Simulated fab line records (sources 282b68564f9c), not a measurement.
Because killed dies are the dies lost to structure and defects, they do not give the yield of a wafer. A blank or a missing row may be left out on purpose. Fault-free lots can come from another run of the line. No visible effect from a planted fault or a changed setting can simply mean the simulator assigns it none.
fab line records | flow rit_cmos
[record] lots = 14 | wafers = 42 | last_day = 7
route steps=202 shown PSD@150
lots with no fault: from the same line, run without faults
start_h: start of the lot's first displayed wafer, in hours after the record's first day | wait_h: hours from the lot's prior step to this one | " unchanged from the row above | L1.1+2: several wafers, shown together as one row | - either no value or no given start | * or withheld: withheld | < > ~ a bound
route shown NAME@n: names a module that has steps shown in the file, with the first one's number in the route | usual: mean/standard deviation of fault-free wafers | same: alike in all rows | chamber/n: place in a boat | sites: the reading at each site | _std_site: the values' standard deviation | _edge_site: inner sites' mean taken away from outer sites' mean | radius_mm: for every site, how far away it sits from the centre of the wafer | mask NAME#n: copy n | behind: the tool/chamber that last shaped the wafer | hold: why the lot went on hold/how many hours it stayed there/how the hold came to an end | device: which transistor (n, p or np) failed to switch | end of line: the route-end tests of the same wafers | step lacking rows: just its recipe | killed: dies that structure and defects cost at the first sort, which is not the same as the wafer's yield | map: the dies of a wafer, with x for killed, . for not killed, _ for no die there
set.NAME: the run value of the setting; set.NAME@STEP: its run value at that earlier step | model.NAME: the simulator's own value behind a step, which no gauge read
the route's steps for a sample of lots (tables are steps, rows are wafers)
services: the hour from which a tool's chamber was out of use, counted from the record's first day as start_h (under 0 if before that day), plus the number of hours and why
[[steps]]
[step RIT_PSD_IMPLANT_08]
[recipe] species = BF2 | energy_kev = 27 | dose_cm2 = 5e+15 | tilt_deg = 7
[usual] beam_energy_keV = 26.999/0.0087
[same] implant_ion_amu = 49
lot.wafer | tool         | chamber | start_h | wait_h | beam_energy_keV
L215.1    | implanter-02 | 0       | 59.49   | 0.1    | 27.001
L215.4    | "            | 0       | "       | "      | 26.994
L215.6    | "            | 0       | "       | "      | 26.994
L216.2    | implanter-03 | 0       | 64.10   | 0.1    | 27.001
L216.3    | "            | 0       | "       | "      | 26.995
L216.5    | "            | 0       | "       | "      | 26.998
L217.1    | implanter-03 | 0       | 65.78   | 0.1    | 26.987
L217.3    | "            | 0       | "       | "      | 26.996
L217.6    | "            | 0       | "       | "      | 26.994
L218.2    | implanter-03 | 0       | 73.54   | 0.1    | 27.019
L218.5    | "            | 0       | "       | "      | 27.004
L218.6    | "            | 0       | "       | "      | 27.017
L220.4    | implanter-03 | 0       | 81.24   | 0.1    | 27.007
L220.5    | "            | 0       | "       | "      | 27.006
L220.6    | "            | 0       | "       | "      | 27.010
L221.4    | implanter-01 | 0       | 84.50   | 0.1    | 27.001
L221.5    | "            | 0       | "       | "      | 26.999
L221.6    | "            | 0       | "       | "      | 27.006
L222.2    | implanter-01 | 0       | 93.63   | 0.1    | 26.989
L222.3    | "            | 0       | "       | "      | 27.001
L222.4    | "            | 0       | "       | "      | 26.988
L224.1    | implanter-01 | 0       | 103.06  | 0.1    | 26.988
L224.2    | "            | 0       | "       | "      | 26.990
L224.4    | "            | 0       | "       | "      | 26.984
L226.2    | implanter-03 | 0       | 114.16  | 0.1    | 25.117
L226.3    | "            | 0       | "       | "      | 25.122
L226.4    | "            | 0       | "       | "      | 25.109
L229.2    | implanter-03 | 0       | 125.36  | 0.1    | 25.094
L229.3    | "            | 0       | "       | "      | 25.103
L229.4    | "            | 0       | "       | "      | 25.112
L231.1    | implanter-01 | 0       | 134.80  | 0.1    | 27.014
L231.3    | "            | 0       | "       | "      | 26.986
L231.6    | "            | 0       | "       | "      | 26.996
L234.1    | implanter-01 | 0       | 153.99  | 0.1    | 27.014
L234.3    | "            | 0       | "       | "      | 27.012
L234.4    | "            | 0       | "       | "      | 27.002
L235.3    | implanter-02 | 0       | 155.71  | 0.1    | 27.005
L235.4    | "            | 0       | "       | "      | 26.993
L235.6    | "            | 0       | "       | "      | 27.004
L237.1    | implanter-01 | 0       | 165.22  | 0.1    | 26.997
L237.4    | "            | 0       | "       | "      | 27.007
L237.5    | "            | 0       | "       | "      | 27.005
[step RIT_SDANNEAL_RS_MEAS_04]
[recipe] thk_meas_gauge = four-point-probe
[usual] PSD_RS = 115.82/0.29
lot.wafer | tool          | chamber | start_h | wait_h | PSD_RS[ohm/sq]
L215.1    | film_metro-01 | -       | 60.30   | 0.0    | 115.73
L215.4    | "             | -       | "       | "      | 116.03
L215.6    | "             | -       | "       | "      | 116.03
L216.2    | film_metro-04 | -       | 64.92   | 0.1    | 115.23
L216.3    | "             | -       | "       | "      | 115.83
L216.5    | "             | -       | "       | "      | 115.80
L217.1    | film_metro-04 | -       | 66.61   | 0.0    | 115.99
L217.3    | "             | -       | "       | "      | 115.93
L217.6    | "             | -       | "       | "      | 115.79
L218.2    | film_metro-04 | -       | 74.36   | 0.1    | 116.41
L218.5    | "             | -       | "       | "      | 115.95
L218.6    | "             | -       | "       | "      | 116.64
L220.4    | film_metro-04 | -       | 82.07   | 0.1    | 115.50
L220.5    | "             | -       | "       | "      | 115.65
L220.6    | "             | -       | "       | "      | 115.47
L221.4    | film_metro-04 | -       | 85.33   | 0.1    | 115.86
L221.5    | "             | -       | "       | "      | 115.84
L221.6    | "             | -       | "       | "      | 115.42
L222.2    | film_metro-03 | -       | 94.44   | 0.1    | 115.84
L222.3    | "             | -       | "       | "      | 116.06
L222.4    | "             | -       | "       | "      | 115.79
L224.1    | film_metro-04 | -       | 103.89  | 0.0    | 115.75
L224.2    | "             | -       | "       | "      | 115.63
L224.4    | "             | -       | "       | "      | 115.89
L226.2    | film_metro-01 | -       | 114.96  | 0.1    | 120.34
L226.3    | "             | -       | "       | "      | 120.49
L226.4    | "             | -       | "       | "      | 120.58
L229.2    | film_metro-03 | -       | 126.18  | 0.1    | 120.23
L229.3    | "             | -       | "       | "      | 120.24
L229.4    | "             | -       | "       | "      | 120.13
L231.1    | film_metro-04 | -       | 135.61  | 0.0    | 115.34
L231.3    | "             | -       | "       | "      | 115.64
L231.6    | "             | -       | "       | "      | 115.22
L234.1    | film_metro-01 | -       | 154.83  | 0.0    | 116.22
L234.3    | "             | -       | "       | "      | 116.02
L234.4    | "             | -       | "       | "      | 116.21
L235.3    | film_metro-01 | -       | 156.54  | 0.1    | 115.71
L235.4    | "             | -       | "       | "      | 115.70
L235.6    | "             | -       | "       | "      | 115.48
L237.1    | film_metro-04 | -       | 166.06  | 0.0    | 115.68
L237.4    | "             | -       | "       | "      | 115.34
L237.5    | "             | -       | "       | "      | 115.72
[[services]]
tool         | chamber | start_h | hours | kind
implanter-02 | -       | 49.08   | 4.7   | repair
implanter-03 | -       | 74.79   | 0.5   | repair
implanter-02 | -       | 76.74   | 31.7  | pm
implanter-03 | -       | 99.48   | 5.8   | pm
implanter-01 | -       | 121.60  | 10.1  | repair
implanter-03 | -       | 122.29  | 1.3   | repair
implanter-03 | -       | 131.01  | 1.3   | repair
[[key]]
[first_sign] step = RIT_PSD_IMPLANT_08 | reading = beam_energy_keV | direction = down | sigmas = 99+ | usual = 26.999 | struck = 25.109
[effect] step = RIT_SDANNEAL_RS_MEAS_04 | reading = PSD_RS | direction = up | sigmas = 15 | usual = 115.82 | struck = 120.34
met_at RIT_PSD_IMPLANT_08
struck_lots L226,L229
tester_left_out L226,L229
onset_between 81.24 114.16
[earlier_fault] kind = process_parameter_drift | tool = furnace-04 | chamber = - | onset_h = 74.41 | steps = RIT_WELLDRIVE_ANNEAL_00 | channel = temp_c | offset = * | shape = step | end_h = 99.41 | acts_in = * | stated = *
[fault] kind = process_parameter_drift | tool = implanter-03 | chamber = - | onset_h = 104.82 | steps = RIT_PSD_IMPLANT_08 | channel = energy_kev | offset = -1.89 | shape = step | end_h = 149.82 | acts_in = these_recipes_only | stated = 27
// tester_left_out: of these lots the tester's yield and bins aren't shown, on N5 and GAA mostly nor the transistor test; their killed dies are dies lost to structure and defects alone, not to doping, threshold or leakage, so they don't give the yield
